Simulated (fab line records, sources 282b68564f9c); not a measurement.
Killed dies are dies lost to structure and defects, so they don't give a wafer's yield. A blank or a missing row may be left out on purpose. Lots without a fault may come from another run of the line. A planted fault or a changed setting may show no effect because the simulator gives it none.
Which tool did it? | flow rit_cmos | 13 lots, 39 wafers sampled, at 5 steps of a route of 202

WHAT THE GAUGES READ, wafer by wafer
RIT_M1_RS_MEAS_01: measures by four-point-probe. Usual: M1_AL_RS 0.0735 ohm/sq, standard deviation 0.0008.
lot  | measured    | on            | M1_AL_RS (ohm/sq)    | flag
L438 | day 3 05:44 | film_metro-03 | 0.0735 0.0735 0.0735 |
L442 | day 4 02:25 | film_metro-04 | 0.0742 0.0730 0.0734 |
L444 | day 4 11:35 | film_metro-01 | 0.0724 0.0736 0.0722 |
L445 | day 4 18:52 | film_metro-04 | 0.0734 0.0739 0.0733 |
L446 | day 5 03:32 | film_metro-01 | 0.0741 0.0730 0.0734 |
L447 | day 5 07:29 | film_metro-04 | 0.0743 0.0735 0.0725 |
L448 | day 5 19:55 | film_metro-01 | 0.0715 0.0719 0.0717 |
L450 | day 5 21:12 | film_metro-01 | 0.0742 0.0748 0.0752 |
L452 | day 6 13:52 | film_metro-03 | 0.0742 0.0732 0.0743 |
L455 | day 7 00:57 | film_metro-03 | 0.0741 0.0729 0.0741 |
L458 | day 7 12:50 | film_metro-01 | 0.0748 0.1117 0.0746 | OFF
L460 | day 7 20:39 | film_metro-01 | 0.0734 0.0728 0.1108 | OFF
L461 | day 8 00:59 | film_metro-03 | 0.0737 0.0741 0.0743 |

RIT_M1_THK_MEAS_02: measures by xrf. Usual: M1_AL_THK 399 nm, standard deviation 4.6.
lot  | measured    | on            | M1_AL_THK (nm) | flag
L438 | day 3 05:51 | film_metro-03 | 398 397 398    |
L442 | day 4 02:32 | film_metro-04 | 394 402 401    |
L444 | day 4 11:40 | film_metro-01 | 403 397 404    |
L445 | day 4 18:59 | film_metro-04 | 398 395 402    |
L446 | day 5 03:38 | film_metro-01 | 393 400 400    |
L447 | day 5 07:37 | film_metro-04 | 392 401 405    |
L448 | day 5 20:02 | film_metro-01 | 408 407 408    |
L450 | day 5 21:19 | film_metro-01 | 394 390 387    |
L452 | day 6 13:58 | film_metro-03 | 397 402 396    |
L455 | day 7 01:04 | film_metro-03 | 395 402 398    |
L458 | day 7 12:57 | film_metro-01 | 389 263 390    | OFF
L460 | day 7 20:44 | film_metro-01 | 399 403 264    | OFF
L461 | day 8 01:06 | film_metro-03 | 397 394 394    |

WHICH TOOL RAN EACH LOT (tool, then ch and the chambers of the sampled wafers, then the start)
lot  | RIT_NWELL_STRIP_09                  | RIT_PSD_STRIP_09                    | RIT_M1_SPUTTER_00
L438 | plasma_asher-03 ch 0,1, day 1 21:23 | plasma_asher-03 ch 0,1, day 3 01:23 | pvd_sputter-01, day 3 05:26
L442 | plasma_asher-03 ch 0,1, day 2 17:50 | plasma_asher-01 ch 0,1, day 3 22:02 | pvd_sputter-04, day 4 02:07
L444 | plasma_asher-02 ch 0,1, day 3 02:41 | plasma_asher-03 ch 0,1, day 4 07:23 | pvd_sputter-04, day 4 11:23
L445 | plasma_asher-02 ch 0,1, day 3 09:25 | plasma_asher-02 ch 0,1, day 4 14:34 | pvd_sputter-01, day 4 18:34
L446 | plasma_asher-02 ch 0,1, day 3 15:03 | plasma_asher-01 ch 0,1, day 4 23:23 | pvd_sputter-03, day 5 03:12
L447 | plasma_asher-01 ch 0,1, day 3 18:35 | plasma_asher-02 ch 0,1, day 5 03:08 | pvd_sputter-04, day 5 07:12
L448 | plasma_asher-01 ch 0,1, day 4 03:12 | plasma_asher-03 ch 0,1, day 5 15:42 | pvd_sputter-04, day 5 19:37
L450 | plasma_asher-03 ch 0,1, day 4 08:51 | plasma_asher-02 ch 0,1, day 5 16:53 | pvd_sputter-03, day 5 20:53
L452 | plasma_asher-02 ch 0,1, day 5 00:11 | plasma_asher-02 ch 0,1, day 6 09:29 | pvd_sputter-03, day 6 13:32
L455 | plasma_asher-01 ch 0,1, day 5 12:26 | plasma_asher-03 ch 0,1, day 6 20:35 | pvd_sputter-04, day 7 00:38
L458 | plasma_asher-01 ch 0,1, day 6 02:33 | plasma_asher-03 ch 0, day 7 08:10   | pvd_sputter-03, day 7 12:32
L460 | plasma_asher-02 ch 0,1, day 6 12:28 | plasma_asher-01 ch 0,1, day 7 16:19 | pvd_sputter-03, day 7 20:18
L461 | plasma_asher-02 ch 0,1, day 6 16:08 | plasma_asher-03 ch 0,1, day 7 20:35 | pvd_sputter-04, day 8 00:41
- RIT_NWELL_STRIP_09: strips in O2, time 180 s.
- RIT_PSD_STRIP_09: strips in O2, time 180 s.
- RIT_M1_SPUTTER_00: material Al, target thk 400 nm, time 500 s.

WHAT THE TOOLS THEMSELVES READ (means of the sampled wafers that have a number; where no wafer has one, the mark that the record gives instead)
RIT_NWELL_STRIP_09. Usual: drypump_motor_current_A 5.6 A, standard deviation 0.44.
lot  | tool            | drypump_motor_current_A (A) | flag
L438 | plasma_asher-03 | 5.8                         |
L442 | plasma_asher-03 | 5.5                         |
L444 | plasma_asher-02 | 5.4                         |
L445 | plasma_asher-02 | 5.8                         |
L446 | plasma_asher-02 | 5.8                         |
L447 | plasma_asher-01 | 5.6                         |
L448 | plasma_asher-01 | 5.6                         |
L450 | plasma_asher-03 | 5.8                         |
L452 | plasma_asher-02 | 5.8                         |
L455 | plasma_asher-01 | 5.7                         |
L458 | plasma_asher-01 | 5.7                         |
L460 | plasma_asher-02 | 5.4                         |
L461 | plasma_asher-02 | 5.8                         |

RIT_PSD_STRIP_09. Usual: drypump_motor_current_A 5.6 A, standard deviation 0.45.
lot  | tool            | drypump_motor_current_A (A) | flag
L438 | plasma_asher-03 | 5.4                         |
L442 | plasma_asher-01 | 5.6                         |
L444 | plasma_asher-03 | 5.5                         |
L445 | plasma_asher-02 | 5.8                         |
L446 | plasma_asher-01 | 5.8                         |
L447 | plasma_asher-02 | 5.8                         |
L448 | plasma_asher-03 | 5.8                         |
L450 | plasma_asher-02 | 5.8                         |
L452 | plasma_asher-02 | 5.5                         |
L455 | plasma_asher-03 | 5.8                         |
L458 | plasma_asher-03 | 5.1                         |
L460 | plasma_asher-01 | 5.8                         |
L461 | plasma_asher-03 | 5.8                         |

RIT_M1_SPUTTER_00. Usual: throttle_valve_pct 30.0 %, standard deviation 1.5.
lot  | tool           | throttle_valve_pct (%) | flag
L438 | pvd_sputter-01 | 30.1                   |
L442 | pvd_sputter-04 | 30.0                   |
L444 | pvd_sputter-04 | 30.2                   |
L445 | pvd_sputter-01 | 30.2                   |
L446 | pvd_sputter-03 | 29.1                   |
L447 | pvd_sputter-04 | 29.9                   |
L448 | pvd_sputter-04 | 29.9                   |
L450 | pvd_sputter-03 | 31.1                   |
L452 | pvd_sputter-03 | 29.7                   |
L455 | pvd_sputter-04 | 30.5                   |
L458 | pvd_sputter-03 | 31.8                   |
L460 | pvd_sputter-03 | 30.9                   |
L461 | pvd_sputter-04 | 30.1                   |

THE ANSWER, worked out from the rows above alone
Rule: a lot is off if the mean of its wafers that have a number lies more than 3 standard deviations from the usual mean. A lot without any number at a reading at which 4 lots or more have one is off too. The other lots that the step has rows for count as sound. The gauges are gone through in route order, then the tools' own readings, and for those a lot's mean is taken as printed above. The first step at which some lot is off is used, and at that step the reading that is off furthest; a lot without a number counts as furthest.
Off: L458, L460, at RIT_M1_RS_MEAS_01 (M1_AL_RS).
A tool fits if, at a process step before that reading, it ran every lot that is off, and no sound lot after the first of them. The gauges at RIT_M1_RS_MEAS_01 are tried like those tools. Can't be told from this: 2 tools fit, pvd_sputter-03 at RIT_M1_SPUTTER_00, film_metro-01 at RIT_M1_RS_MEAS_01.

WHAT THE SIMULATOR HAD PUT IN
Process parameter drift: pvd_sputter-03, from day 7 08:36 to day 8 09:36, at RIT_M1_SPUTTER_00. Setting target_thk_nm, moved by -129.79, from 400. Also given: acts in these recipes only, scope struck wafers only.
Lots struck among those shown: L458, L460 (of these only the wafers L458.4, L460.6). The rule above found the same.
